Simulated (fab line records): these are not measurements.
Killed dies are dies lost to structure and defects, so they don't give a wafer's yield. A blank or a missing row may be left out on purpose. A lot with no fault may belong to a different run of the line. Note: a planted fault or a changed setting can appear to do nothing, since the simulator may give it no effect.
A struck lot beside a sound one / flow berkeley_cmos170 / 44 steps out of a route of 331
Sound: the wafers L676.4, L676.5, L676.6. Struck: wafers L679.1, L679.2, L679.5. The cause is named last.
For every step that has rows: the tool of each side, followed by ch and its chambers, followed by its first start. Under that, the readings that differ: sound wafers / struck wafers / difference of the means / sigmas: that difference in standard deviations of wafers without a fault.
alike: readings whose means differ by less than 2 such deviations, and words and numbers that are the same on both sides. not compared: withheld readings, readings that some wafer has no value for, bounds like >300 that may hide the same value, and numbers for which the record gives no deviation and whose values overlap.
Wherever a step has rows on one side only, a row that says differs or no value, or a row with sigmas, the two part there. Non-overlapping numbers with no deviation appear without sigmas and do not part them. Lack of a reading on every wafer of one side parts them only where that side has two or more wafers.

first, 6 steps without rows for these wafers: UCB170_NWELL_HMDS_06 (prime time 60 s); UCB170_NWELL_COAT_07 (resist thk 909.2 nm); UCB170_NWELL_SOFTBAKE_08 (time 60 s); UCB170_NWELL_EXPOSE_09 (exposes mask NWELL, target cd 3000 nm); UCB170_NWELL_PEB_10; UCB170_NWELL_DEVELOP_11 (develop time 45 s).
UCB170_NWELL_OVL_MEAS_12:
  sound on overlay-02, day 4 04:21; struck on overlay-02, day 4 21:25
  alike: NWELL_OVL
UCB170_NWELL_ETCH_13: etches Si3N4 in CH3F/Ar/O2, stops on SiO2, target depth 246.4 nm, time 154 s.
  sound on rie_diel-01 ch 1,2,3, day 4 04:25; struck on rie_diel-01 ch 1,3, day 4 21:28
  alike: drypump_motor_current_A, oes_product_au, throttle_valve_pct
  not compared: rf_hours_counter_h
after that, 1 step had no rows for these wafers: UCB170_NWELL_IMPLANT_14.
UCB170_NWELL_STRIP_15: strips in O2.
  sound on plasma_asher-04 ch 0,1, day 4 04:40; struck on plasma_asher-03 ch 0,1, day 4 21:43
  alike: drypump_motor_current_A, o2_flow_sccm, oes_product_au, strip_time_to_endpoint_s
  not compared: rf_hours_counter_h
UCB170_NWELL_TW_MEAS_16:
  sound on film_metro-04, day 4 04:46; struck on film_metro-02, day 4 21:49
  alike: NWELL_TW
then, 1 step without rows for these wafers: UCB170_NWELL_CLEAN_17 (cleans in SPM, time 600 s).
UCB170_NWELL_WET_ETCH_18: etches Si3N4 in H3PO4, time 14400 s.
  sound on wet_bench-01 ch 0, day 4 04:58; struck on wet_bench-04 ch 3, day 4 22:04
  alike: bath_guard_temp_C
then, 4 steps without rows for these wafers: UCB170_NWELL_WET_ETCH_19 (etches SiO2 in BOE, time 22 s); UCB170_PWELL_CLEAN_00 (cleans in SPM, time 600 s); UCB170_PWELL_CLEAN_01 (cleans in dHF, time 60 s); UCB170_PWELL_OXIDATION_02 (target thk 26.4 nm, ox time 1260 s).
UCB170_PWELL_THK_MEAS_03:
  sound on film_metro-04, day 4 15:45; struck on film_metro-01, day 5 08:58
  alike: PWELL_OXIDE_THK
then, 2 steps without rows for these wafers: UCB170_PWELL_ANNEAL_04 (time 900 s); UCB170_PWELL_CVD_05 (deposits Si3N4 from SiH2Cl2/NH3, target thk 220 nm, time 3168 s).
UCB170_PWELL_THK_MEAS_06:
  sound on film_metro-04, day 4 22:45; struck on film_metro-04, day 5 16:49
  alike: PWELL_NITRIDE_THK
then, 6 steps without rows for these wafers: UCB170_PWELL_HMDS_07 (prime time 60 s); UCB170_PWELL_COAT_08 (resist thk 900 nm); UCB170_PWELL_SOFTBAKE_09 (time 60 s); UCB170_PWELL_EXPOSE_10 (exposes mask PWELL, target cd 3000 nm); UCB170_PWELL_PEB_11; UCB170_PWELL_DEVELOP_12 (develop time 45 s).
UCB170_PWELL_OVL_MEAS_13:
  sound on overlay-02, day 4 23:46; struck on overlay-01, day 5 18:29
  alike: PWELL_OVL
UCB170_PWELL_ETCH_14: etches Si3N4 in CH3F/Ar/O2, stops on SiO2, target depth 242 nm, time 151 s.
  sound on rie_diel-03 ch 0,1, day 4 23:47; struck on rie_diel-04 ch 0,1, day 5 18:31
  alike: drypump_motor_current_A, oes_product_au, throttle_valve_pct
  not compared: rf_hours_counter_h
after that, 1 step had no rows for these wafers: UCB170_PWELL_IMPLANT_15.
UCB170_PWELL_STRIP_16: strips in O2.
  sound on plasma_asher-04 ch 0,1, day 5 00:04; struck on plasma_asher-01 ch 0,1, day 5 18:46
  alike: drypump_motor_current_A, o2_flow_sccm, oes_product_au, strip_time_to_endpoint_s
  not compared: rf_hours_counter_h
UCB170_PWELL_TW_MEAS_17:
  sound on film_metro-04, day 5 00:10; struck on film_metro-02, day 5 18:52
reading=PWELL_TW; sound=382 382 383; struck=377 373 374; difference=-8; sigmas=-2
then, 5 steps without rows for these wafers: UCB170_PWELL_CLEAN_18 (cleans in SPM, time 600 s); UCB170_PWELL_WET_ETCH_19 (etches Si3N4 in H3PO4, time 14400 s); UCB170_PWELL_WET_ETCH_20 (etches SiO2 in BOE, time 22 s); UCB170_WELLDRIVE_CLEAN_00 (cleans in SPM, time 600 s); UCB170_WELLDRIVE_OXIDATION_01 (target thk 199 nm, ox time 9000 s).
UCB170_WELLDRIVE_THK_MEAS_02:
  sound on film_metro-01, day 5 13:41; struck on film_metro-03, day 6 07:11
  alike: WELLDRIVE_OXIDE_THK
then, 4 steps without rows for these wafers: UCB170_WELLDRIVE_ANNEAL_03 (time 900 s); UCB170_WELLDRIVE_WET_ETCH_04 (etches SiO2 in BOE, time 120 s); UCB170_ACTIVE_CLEAN_00 (cleans in SPM, time 600 s); UCB170_ACTIVE_CLEAN_01 (cleans in dHF, time 60 s).
UCB170_ACTIVE_ETCH_15: etches Si3N4 in CH3F/Ar/O2, stops on SiO2, target depth 242 nm, time 151 s.
  sound on rie_diel-04 ch 0,1, day 6 18:27; struck on rie_diel-04 ch 1,3, day 7 05:26
reading=model.ACTIVE.cd_nm (nm); sound=1199 1199 1200; struck=1201 1201 1202; difference=+2; sigmas=
  alike: drypump_motor_current_A, oes_product_au, throttle_valve_pct
  not compared: rf_hours_counter_h
-- the record jumps here: 5 days lie between the struck wafers' starts before and after (it left off in module ACTIVE and takes up again in module M3, whose first step shown is number 331 of the route) --
UCB170_M3_PROBE_99:
  record: rows for the struck wafers here (prober-02, day 12 00:37), none for the sound ones

== WHERE THEY PART ==
First at UCB170_PWELL_TW_MEAS_17; last, within this record, at UCB170_M3_PROBE_99.

WHY: what the simulator had put in
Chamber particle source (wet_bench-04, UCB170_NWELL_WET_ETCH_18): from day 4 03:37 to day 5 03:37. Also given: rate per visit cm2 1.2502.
